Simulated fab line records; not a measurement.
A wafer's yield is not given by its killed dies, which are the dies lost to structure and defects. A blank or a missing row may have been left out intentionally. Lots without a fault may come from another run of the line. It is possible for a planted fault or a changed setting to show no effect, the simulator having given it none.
The tool behind it: which one? :: flow rit cmos :: 14 lots with 42 wafers sampled at 4 steps, on a route of 202 steps

== WHAT THE GAUGES SHOWED, per wafer ==
RIT_PLDD_TW_MEAS_10.
lot: L324
measured: day 2 21:40
on: film metro-03
PLDD_TW: 2318 2321 2311

lot: L325
measured: day 3 02:01
on: film metro-02
PLDD_TW: 2342 2351 2340

lot: L326
measured: day 3 10:29
on: film metro-02
PLDD_TW: 2335 2340 2345

lot: L328
measured: day 3 17:54
on: film metro-01
PLDD_TW: 2357 2361 2354

lot: L330
measured: day 4 03:34
on: film metro-02
PLDD_TW: 2371 2365 2355

lot: L331
measured: day 4 08:14
on: film metro-02
PLDD_TW: 2364 2357 2366

lot: L335
measured: day 5 07:11
on: film metro-01
PLDD_TW: 30 30 30

lot: L339
measured: day 6 01:11
on: film metro-02
PLDD_TW: 30 30 30

lot: L340
measured: day 6 04:54
on: film metro-01
PLDD_TW: 2362 2351 2359

lot: L341
measured: day 6 15:10
on: film metro-03
PLDD_TW: 2313 2312 2325

lot: L342
measured: day 6 18:06
on: film metro-03
PLDD_TW: 2333 2314 2297

lot: L343
measured: day 6 20:43
on: film metro-01
PLDD_TW: 2355 2356 2366

lot: L344
measured: day 7 02:29
on: film metro-02
PLDD_TW: 2369 2356 2352

lot: L345
measured: day 7 09:43
on: film metro-03
PLDD_TW: 2318 2308 2325

== EACH LOT AND THE TOOL THAT RAN IT (in order: tool; ch and the chambers of the sampled wafers; start) ==
lot: L324
RIT_NRETRO_STRIP_09: plasma asher-01 ch 1, day 2 06:16
RIT_GATE_STRIP_20: plasma asher-03 ch 1, day 2 15:09
RIT_PLDD_DEVELOP_05: litho track-01 ch 0, day 2 21:00

lot: L325
RIT_NRETRO_STRIP_09: plasma asher-04 ch 0,1, day 2 12:20
RIT_GATE_STRIP_20: plasma asher-04 ch 0,1, day 2 19:13
RIT_PLDD_DEVELOP_05: litho track-02 ch 0, day 3 01:00

lot: L326
RIT_NRETRO_STRIP_09: plasma asher-02 ch 0,1, day 2 20:10
RIT_GATE_STRIP_20: plasma asher-04 ch 0,1, day 3 02:57
RIT_PLDD_DEVELOP_05: litho track-04 ch 0, day 3 09:00

lot: L328
RIT_NRETRO_STRIP_09: plasma asher-02 ch 0, day 3 04:30
RIT_GATE_STRIP_20: plasma asher-04 ch 0,1, day 3 11:14
RIT_PLDD_DEVELOP_05: litho track-02 ch 0, day 3 17:00

lot: L330
RIT_NRETRO_STRIP_09: plasma asher-01 ch 0,1, day 3 14:08
RIT_GATE_STRIP_20: plasma asher-04 ch 0,1, day 3 21:22
RIT_PLDD_DEVELOP_05: litho track-04 ch 0, day 4 02:00

lot: L331
RIT_NRETRO_STRIP_09: plasma asher-02 ch 0,1, day 3 18:25
RIT_GATE_STRIP_20: plasma asher-03 ch 0,1, day 4 01:10
RIT_PLDD_DEVELOP_05: litho track-02 ch 0, day 4 07:00

lot: L335
RIT_NRETRO_STRIP_09: plasma asher-02 ch 0,1, day 4 14:31
RIT_GATE_STRIP_20: plasma asher-04 ch 0,1, day 5 00:51
RIT_PLDD_DEVELOP_05: litho track-01 ch 0, day 5 06:00

lot: L339
RIT_NRETRO_STRIP_09: plasma asher-01 ch 0,1, day 5 10:59
RIT_GATE_STRIP_20: plasma asher-04 ch 0,1, day 5 19:06
RIT_PLDD_DEVELOP_05: litho track-01 ch 0, day 6 00:00

lot: L340
RIT_NRETRO_STRIP_09: plasma asher-01 ch 0,1, day 5 15:56
RIT_GATE_STRIP_20: plasma asher-04 ch 0,1, day 5 22:42
RIT_PLDD_DEVELOP_05: litho track-04 ch 0, day 6 04:00

lot: L341
RIT_NRETRO_STRIP_09: plasma asher-01 ch 0,1, day 5 22:51
RIT_GATE_STRIP_20: plasma asher-04 ch 0,1, day 6 08:32
RIT_PLDD_DEVELOP_05: litho track-02 ch 0, day 6 14:00

lot: L342
RIT_NRETRO_STRIP_09: plasma asher-04 ch 0, day 6 03:53
RIT_GATE_STRIP_20: plasma asher-04 ch 0,1, day 6 10:40
RIT_PLDD_DEVELOP_05: litho track-02 ch 0, day 6 17:00

lot: L343
RIT_NRETRO_STRIP_09: plasma asher-04 ch 1, day 6 06:41
RIT_GATE_STRIP_20: plasma asher-03 ch 0,1, day 6 13:39
RIT_PLDD_DEVELOP_05: litho track-04 ch 0, day 6 20:00

lot: L344
RIT_NRETRO_STRIP_09: plasma asher-02 ch 0,1, day 6 11:15
RIT_GATE_STRIP_20: plasma asher-03 ch 0,1, day 6 19:32
RIT_PLDD_DEVELOP_05: litho track-02 ch 0, day 7 01:00

lot: L345
RIT_NRETRO_STRIP_09: plasma asher-04 ch 0,1, day 6 16:41
RIT_GATE_STRIP_20: plasma asher-04 ch 0,1, day 7 02:05
RIT_PLDD_DEVELOP_05: litho track-04 ch 0, day 7 09:00
- RIT_NRETRO_STRIP_09: strips in O2, time 180 s.
- RIT_GATE_STRIP_20: strips in O2, time 180 s.
- RIT_PLDD_DEVELOP_05: develop time 50 s.

== AS READ BY THE TOOLS THEMSELVES (means over the sampled wafers that have a number; for cases with no such wafer, the mark the record gives instead) ==
RIT_NRETRO_STRIP_09.
lot: L324
tool: plasma asher-01
chamber pressure mTorr (mTorr): 4002
drypump motor current A (A): 6.0
rf refl power W (W): 3.7

lot: L325
tool: plasma asher-04
chamber pressure mTorr (mTorr): 3999
drypump motor current A (A): 5.7
rf refl power W (W): 7.1

lot: L326
tool: plasma asher-02
chamber pressure mTorr (mTorr): 3999
drypump motor current A (A): 5.2
rf refl power W (W): 6.1

lot: L328
tool: plasma asher-02
chamber pressure mTorr (mTorr): 3998
drypump motor current A (A): 4.6
rf refl power W (W): 6.6

lot: L330
tool: plasma asher-01
chamber pressure mTorr (mTorr): 3993
drypump motor current A (A): 6.3
rf refl power W (W): 5.4

lot: L331
tool: plasma asher-02
chamber pressure mTorr (mTorr): 4000
drypump motor current A (A): 5.8
rf refl power W (W): 5.2

lot: L335
tool: plasma asher-02
chamber pressure mTorr (mTorr): 4000
drypump motor current A (A): 5.8
rf refl power W (W): 5.3

lot: L339
tool: plasma asher-01
chamber pressure mTorr (mTorr): 4000
drypump motor current A (A): 6.2
rf refl power W (W): 5.2

lot: L340
tool: plasma asher-01
chamber pressure mTorr (mTorr): 4001
drypump motor current A (A): 6.3
rf refl power W (W): 5.4

lot: L341
tool: plasma asher-01
chamber pressure mTorr (mTorr): 4003
drypump motor current A (A): 6.2
rf refl power W (W): 5.3

lot: L342
tool: plasma asher-04
chamber pressure mTorr (mTorr): 3999
drypump motor current A (A): 5.9
rf refl power W (W): 6.0

lot: L343
tool: plasma asher-04
chamber pressure mTorr (mTorr): 3997
drypump motor current A (A): 5.2
rf refl power W (W): 9.5

lot: L344
tool: plasma asher-02
chamber pressure mTorr (mTorr): 4001
drypump motor current A (A): 5.8
rf refl power W (W): 5.3

lot: L345
tool: plasma asher-04
chamber pressure mTorr (mTorr): 4001
drypump motor current A (A): 5.7
rf refl power W (W): 7.1

RIT_GATE_STRIP_20.
lot: L324
tool: plasma asher-03
chamber pressure mTorr (mTorr): 3998
drypump motor current A (A): 5.1
rf refl power W (W): 6.6

lot: L325
tool: plasma asher-04
chamber pressure mTorr (mTorr): 3999
drypump motor current A (A): 5.4
rf refl power W (W): 8.2

lot: L326
tool: plasma asher-04
chamber pressure mTorr (mTorr): 4000
drypump motor current A (A): 5.7
rf refl power W (W): 7.2

lot: L328
tool: plasma asher-04
chamber pressure mTorr (mTorr): 4002
drypump motor current A (A): 5.5
rf refl power W (W): 8.2

lot: L330
tool: plasma asher-04
chamber pressure mTorr (mTorr): 3999
drypump motor current A (A): 5.7
rf refl power W (W): 7.0

lot: L331
tool: plasma asher-03
chamber pressure mTorr (mTorr): 3998
drypump motor current A (A): 5.8
rf refl power W (W): 4.6

lot: L335
tool: plasma asher-04
chamber pressure mTorr (mTorr): 3995
drypump motor current A (A): 5.4
rf refl power W (W): 8.4

lot: L339
tool: plasma asher-04
chamber pressure mTorr (mTorr): 3996
drypump motor current A (A): 5.4
rf refl power W (W): 8.2

lot: L340
tool: plasma asher-04
chamber pressure mTorr (mTorr): 4002
drypump motor current A (A): 5.7
rf refl power W (W): 7.2

lot: L341
tool: plasma asher-04
chamber pressure mTorr (mTorr): 4001
drypump motor current A (A): 5.7
rf refl power W (W): 7.1

lot: L342
tool: plasma asher-04
chamber pressure mTorr (mTorr): 4000
drypump motor current A (A): 5.4
rf refl power W (W): 8.0

lot: L343
tool: plasma asher-03
chamber pressure mTorr (mTorr): 3997
drypump motor current A (A): 5.4
rf refl power W (W): 5.6

lot: L344
tool: plasma asher-03
chamber pressure mTorr (mTorr): 4000
drypump motor current A (A): 5.8
rf refl power W (W): 4.6

lot: L345
tool: plasma asher-04
chamber pressure mTorr (mTorr): 3999
drypump motor current A (A): 5.7
rf refl power W (W): 7.2

== THE ANSWER, worked out from the rows above alone ==
Rule: what is usual is taken from the lots themselves. The widest of any qualifying gaps counts: lots, ordered by their means at a reading, are off when they make up no more than a third of the lots, leave a main group of 4 or more, and stand apart from it by 3 or more times the standard deviation of that group's means. If all means in a main group match to the digits the tables above print for the reading, that group is not used. Also off: a lot with no number at a reading for which 4 or more lots have one. All remaining lots with rows at the step are treated as sound. Order of review: gauges by route order, followed by the tools' own readings, for which a lot's mean as printed above is used. At the first step where some lot is off, the reading lying furthest off is the one used; lots without a number count as furthest.
Off: at RIT_PLDD_TW_MEAS_10 (PLDD_TW), L335, L339. Main group: mean 2342, sd 20.
A tool fits if, at a process step before that reading, it ran every lot that is off, and no sound lot after the first of them. Gauges at RIT_PLDD_TW_MEAS_10: tried the same way as those tools. One fits: litho track-01 at RIT_PLDD_DEVELOP_05. Its last sound lot is L324 (day 2 21:00), its first lot that is off L335 (day 5 06:00): a fault that began between those two fits.

== WHAT THE SIMULATOR HAD PUT IN ==
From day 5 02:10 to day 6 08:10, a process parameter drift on litho track-01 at RIT_PLDD_DEVELOP_05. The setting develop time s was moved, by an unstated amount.
Lots struck among those shown: L335, L339. The rule given above showed the same thing.
